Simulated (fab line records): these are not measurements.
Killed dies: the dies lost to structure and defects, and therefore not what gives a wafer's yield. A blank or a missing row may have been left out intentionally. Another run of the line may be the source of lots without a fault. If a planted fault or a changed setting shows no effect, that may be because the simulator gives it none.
Shared-tool check -- flow ritCmos -- 14 lots and 42 wafers in the sample

== THE REASON FOR OPENING IT ==
Of 14 lots, 2 have the reading PWELL_RS flagged at RIT_WELLDRIVE_RS_MEAS_02. Fault-free wafers read 429.1 ohm/sq, with a standard deviation of 1.3.
Rule: a lot is flagged when every wafer of it that has a number lies more than 4 standard deviations from that mean, or none has a number. The rest of the lots are taken to be sound.

lot,measured,on,"PWELL_RS (ohm/sq), wafer by wafer",flag
L169,day 2 11:00,filmMetro-03,429.0 430.6 430.2,
L170,day 2 16:38,filmMetro-03,429.4 428.5 428.7,
L171,day 3 01:50,filmMetro-03,428.7 428.7 427.8,
L172,day 3 03:05,filmMetro-03,429.7 428.4 428.5,
L173,day 3 07:08,filmMetro-03,427.3 428.1 428.4,
L174,day 3 15:58,filmMetro-03,429.6 431.3 429.9,
L175,day 3 18:50,filmMetro-01,429.1 428.8 429.3,
L182,day 5 12:11,filmMetro-04,429.1 429.1 429.1,
L183,day 5 12:11,filmMetro-03,437.5 436.7 437.5,FLAGGED
L184,day 5 17:16,filmMetro-03,436.0 435.8 436.5,FLAGGED
L186,day 6 04:12,filmMetro-01,428.6 429.6 429.7,
L187,day 6 07:07,filmMetro-03,430.2 430.2 430.7,
L188,day 6 13:35,filmMetro-01,428.5 425.4 427.6,
L189,day 6 18:57,filmMetro-03,428.8 428.1 428.3,
On average the flagged lots' numbers are 436.7 ohm/sq, which is +7.6 ohm/sq against the usual, or +6 standard deviations.

== EACH LOT AND THE TOOL IT RAN ON ==
The record keeps 1 process step preceding the reading, out of 202 steps on the route. Each cell gives the tool, then ch followed by the chambers the sampled wafers passed through, then the start.
lot,flag,RIT_PWELL_IMPLANT_08
L169,,"implanter-04 ch 0, day 2 05:25"
L170,,"implanter-02 ch 0, day 2 09:00"
L171,,"implanter-02 ch 0, day 2 20:08"
L172,,"implanter-04 ch 0, day 2 21:29"
L173,,"implanter-04 ch 0, day 3 00:37"
L174,,"implanter-04 ch 0, day 3 08:05"
L175,,"implanter-02 ch 0, day 3 13:14"
L182,,"implanter-03 ch 0, day 5 02:12"
L183,FLAGGED,"implanter-02 ch 0, day 5 03:00"
L184,FLAGGED,"implanter-02 ch 0, day 5 11:39"
L186,,"implanter-04 ch 0, day 5 20:45"
L187,,"implanter-04 ch 0, day 6 00:20"
L188,,"implanter-04 ch 0, day 6 07:53"
L189,,"implanter-04 ch 0, day 6 13:22"
What these steps do:
- RIT_PWELL_IMPLANT_08
- RIT_WELLDRIVE_RS_MEAS_02: measures by four-point-probe.

== FLAGGED AGAINST TOTAL, ONE TOOL AT A TIME (gauges that did the reading follow at the end) ==
step,tool,lots run,flagged,share of the flagged lots,sound lots run after its first flagged lot
RIT_PWELL_IMPLANT_08,implanter-02,5,2,all,0
RIT_PWELL_IMPLANT_08,implanter-03,1,0,none,-
RIT_PWELL_IMPLANT_08,implanter-04,8,0,none,-
RIT_WELLDRIVE_RS_MEAS_02,filmMetro-01,3,0,none,-
RIT_WELLDRIVE_RS_MEAS_02,filmMetro-03,10,2,all,"2 (L187,L189)"
RIT_WELLDRIVE_RS_MEAS_02,filmMetro-04,1,0,none,-

== WHAT THE TABLE ALLOWS ==
Every flagged lot went through 2 rows of the table: implanter-02 at RIT_PWELL_IMPLANT_08 and filmMetro-03 at RIT_WELLDRIVE_RS_MEAS_02.
- implanter-02 at RIT_PWELL_IMPLANT_08 ran 5 lots, 2 of them flagged. A fault beginning between L175 (day 3 13:14), its last sound lot, and L183 (day 5 03:00), its first flagged one, fits the data. Its own readings lie more than 4 standard deviations out on every wafer of the flagged lots: beamEnergyKeV.
- filmMetro-03 at RIT_WELLDRIVE_RS_MEAS_02 ran 10 lots, 2 of them flagged. Lots that were sound ran on it after the first flagged one (L187, L189); a persistent fault on the entire tool would not allow that.
Left over: one tool, implanter-02 at RIT_PWELL_IMPLANT_08.

== WHAT THE SIMULATOR HAD INSERTED ==
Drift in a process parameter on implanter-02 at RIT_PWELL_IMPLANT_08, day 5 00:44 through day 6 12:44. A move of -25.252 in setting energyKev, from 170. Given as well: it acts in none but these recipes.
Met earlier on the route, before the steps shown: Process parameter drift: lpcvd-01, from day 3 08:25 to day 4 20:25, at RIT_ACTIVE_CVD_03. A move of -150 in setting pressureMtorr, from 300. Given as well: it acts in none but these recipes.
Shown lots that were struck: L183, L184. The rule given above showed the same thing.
